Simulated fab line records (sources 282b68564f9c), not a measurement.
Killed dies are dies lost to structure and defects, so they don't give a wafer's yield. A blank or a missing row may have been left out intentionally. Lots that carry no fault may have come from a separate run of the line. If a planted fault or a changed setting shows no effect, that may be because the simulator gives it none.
Split-lot experiment || flow ritCmos || route with 202 steps; 5 lots, 23 wafers read

## THE SPLIT
At RIT_M1_EXPOSE_06 (exposes mask M12, target cd 2600 nm), the setting doseMj was moved away from the recipe's 250 on 9 of the 23 wafers read, by -2.7% to +5.0%. This setting was run at the recipe's value on the other wafers.

## FROM THE SPLIT TO THE READING: what the file shows between them, 7 steps
- RIT_M1_PEB_07
- RIT_M1_DEVELOP_08: develop time 68 s
- RIT_M1_CD_MEAS_09: target cd 2600 nm
- RIT_M1_HARDBAKE_11: time 120 s
- RIT_M1_METAL_ETCH_12: etches Al in Cl2/BCl3, stops on SiO2, time 165 s, target depth 600 nm
- RIT_M1_STRIP_13: strips in nmp, time 600 s
- RIT_M1_STRIP_14: strips in O2, time 180 s

## THE READING
Shown in nm: cdNm at RIT_M1_CD_MEAS_90, with target cd 2600 nm. On this fab line, fault-free wafers typically give 2599 nm with a standard deviation of 3.1 nm.

{"wafer": "L076.1", "tool, chamber at the split": "ilineStepper-02, 0", "doseMj as run": 250, "against the recipe": "recipe", "cdNm, nm": 2600, "against lot-mates on the recipe": "-"}
{"wafer": "L076.2", "tool, chamber at the split": "ilineStepper-02, 0", "doseMj as run": 262.5, "against the recipe": "+5.0%", "cdNm, nm": 2587, "against lot-mates on the recipe": -14}
{"wafer": "L076.3", "tool, chamber at the split": "ilineStepper-02, 0", "doseMj as run": 250, "against the recipe": "recipe", "cdNm, nm": 2601, "against lot-mates on the recipe": "-"}
{"wafer": "L076.4", "tool, chamber at the split": "ilineStepper-02, 0", "doseMj as run": 262.5, "against the recipe": "+5.0%", "cdNm, nm": 2587, "against lot-mates on the recipe": -14}
{"wafer": "L076.5", "tool, chamber at the split": "ilineStepper-02, 0", "doseMj as run": 262.5, "against the recipe": "+5.0%", "cdNm, nm": 2588, "against lot-mates on the recipe": -12}
{"wafer": "L078.1", "tool, chamber at the split": "ilineStepper-01, 0", "doseMj as run": 250, "against the recipe": "recipe", "cdNm, nm": 2600, "against lot-mates on the recipe": "-"}
{"wafer": "L078.2", "tool, chamber at the split": "ilineStepper-01, 0", "doseMj as run": 243.3, "against the recipe": "-2.7%", "cdNm, nm": 2602, "against lot-mates on the recipe": "+3"}
{"wafer": "L078.4", "tool, chamber at the split": "ilineStepper-01, 0", "doseMj as run": 243.3, "against the recipe": "-2.7%", "cdNm, nm": 2606, "against lot-mates on the recipe": "+7"}
{"wafer": "L078.5", "tool, chamber at the split": "ilineStepper-01, 0", "doseMj as run": 250, "against the recipe": "recipe", "cdNm, nm": 2598, "against lot-mates on the recipe": "-"}
{"wafer": "L078.6", "tool, chamber at the split": "ilineStepper-01, 0", "doseMj as run": 243.3, "against the recipe": "-2.7%", "cdNm, nm": 2601, "against lot-mates on the recipe": "+2"}
{"wafer": "L080.1", "tool, chamber at the split": "ilineStepper-02, 0", "doseMj as run": 250, "against the recipe": "recipe", "cdNm, nm": 2602, "against lot-mates on the recipe": "-"}
{"wafer": "L080.2", "tool, chamber at the split": "ilineStepper-02, 0", "doseMj as run": 250, "against the recipe": "recipe", "cdNm, nm": 2604, "against lot-mates on the recipe": "-"}
{"wafer": "L080.3", "tool, chamber at the split": "ilineStepper-02, 0", "doseMj as run": 250, "against the recipe": "recipe", "cdNm, nm": 2604, "against lot-mates on the recipe": "-"}
{"wafer": "L080.4", "tool, chamber at the split": "ilineStepper-02, 0", "doseMj as run": 250, "against the recipe": "recipe", "cdNm, nm": 2602, "against lot-mates on the recipe": "-"}
{"wafer": "L080.6", "tool, chamber at the split": "ilineStepper-02, 0", "doseMj as run": 250, "against the recipe": "recipe", "cdNm, nm": 2600, "against lot-mates on the recipe": "-"}
{"wafer": "L081.2", "tool, chamber at the split": "ilineStepper-01, 0", "doseMj as run": 250, "against the recipe": "recipe", "cdNm, nm": 2600, "against lot-mates on the recipe": "-"}
{"wafer": "L081.3", "tool, chamber at the split": "ilineStepper-01, 0", "doseMj as run": 250, "against the recipe": "recipe", "cdNm, nm": 2602, "against lot-mates on the recipe": "-"}
{"wafer": "L081.6", "tool, chamber at the split": "ilineStepper-01, 0", "doseMj as run": 250, "against the recipe": "recipe", "cdNm, nm": 2602, "against lot-mates on the recipe": "-"}
{"wafer": "L083.1", "tool, chamber at the split": "ilineStepper-01, 0", "doseMj as run": 256.2, "against the recipe": "+2.5%", "cdNm, nm": 2586, "against lot-mates on the recipe": -8}
{"wafer": "L083.2", "tool, chamber at the split": "ilineStepper-01, 0", "doseMj as run": 256.2, "against the recipe": "+2.5%", "cdNm, nm": 2588, "against lot-mates on the recipe": -6}
{"wafer": "L083.3", "tool, chamber at the split": "ilineStepper-01, 0", "doseMj as run": 250, "against the recipe": "recipe", "cdNm, nm": 2593, "against lot-mates on the recipe": "-"}
{"wafer": "L083.4", "tool, chamber at the split": "ilineStepper-01, 0", "doseMj as run": 256.2, "against the recipe": "+2.5%", "cdNm, nm": 2590, "against lot-mates on the recipe": -4}
{"wafer": "L083.6", "tool, chamber at the split": "ilineStepper-01, 0", "doseMj as run": 250, "against the recipe": "recipe", "cdNm, nm": 2596, "against lot-mates on the recipe": "-"}

THE FIT
A straight line over all 23 wafers: cdNm changes by -2.5 nm for each +1% of doseMj; r = -0.85; the points scatter about the line by 3.5 nm.
The same after taking each lot's own level away (the mean of its wafers on the recipe; 23 wafers): -2.35 nm for each +1%; r = -0.95; scatter 1.7 nm.
That fit puts the effect of the largest move of doseMj on the reading at 12 nm.
Across the lots, their own levels run from 2594.5 to 2602.4 nm, a range of 2.5 times the standard deviation given above.
Consequently the slope shifts little with the lot-to-lot level, the two slopes agreeing.
Check: for one of the wafers moved furthest among these (+5.0%), held out of the fit, the line's prediction against its lot-mates is -12 nm. It came out at -13.5 nm against them.

## ADDITIONAL SPLITS CARRIED BY THESE WAFERS
Before the reading, these wafers also passed through other splits. Each is held against what the fit with the lots' levels taken away leaves over:
{"other split on the same wafers": "RIT_CONTACT_DEVELOP_07 developTimeS", "wafers away from the commonest value": 11, "r with cdNm (lot level and that fit taken away)": -0.22}
{"other split on the same wafers": "RIT_M1_SPUTTER_00 timeS", "wafers away from the commonest value": 10, "r with cdNm (lot level and that fit taken away)": "+0.09"}

## THE WHOLE CHAIN: every reading that the file lists as answering this split, in the file's order
{"step": "RIT_M1_DEVELOP_08", "what it does": "develop time 68 s", "reading": "M1.cdNm (the simulator's own value, which no gauge read)", "change (the file's fit)": "-2.71 nm for each +1% of the setting", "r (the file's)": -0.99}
{"step": "RIT_M1_CD_MEAS_09", "what it does": "target cd 2600 nm", "reading": "cdNm", "change (the file's fit)": "-2.7 nm for each +1% of the setting", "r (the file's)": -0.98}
{"step": "RIT_M1_METAL_ETCH_12", "what it does": "etches Al in Cl2/BCl3, stops on SiO2, time 165 s, target depth 600 nm", "reading": "M1.cdNm (the simulator's own value, which no gauge read)", "change (the file's fit)": "-2.42 nm for each +1% of the setting", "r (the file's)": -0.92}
{"step": "RIT_M1_CD_MEAS_90", "what it does": "target cd 2600 nm", "reading": "cdNm", "change (the file's fit)": "-2.41 nm for each +1% of the setting", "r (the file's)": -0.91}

## THE FILE'S OWN FIT
cdNm changes by -2.41 nm for each +1% of doseMj, r = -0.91.
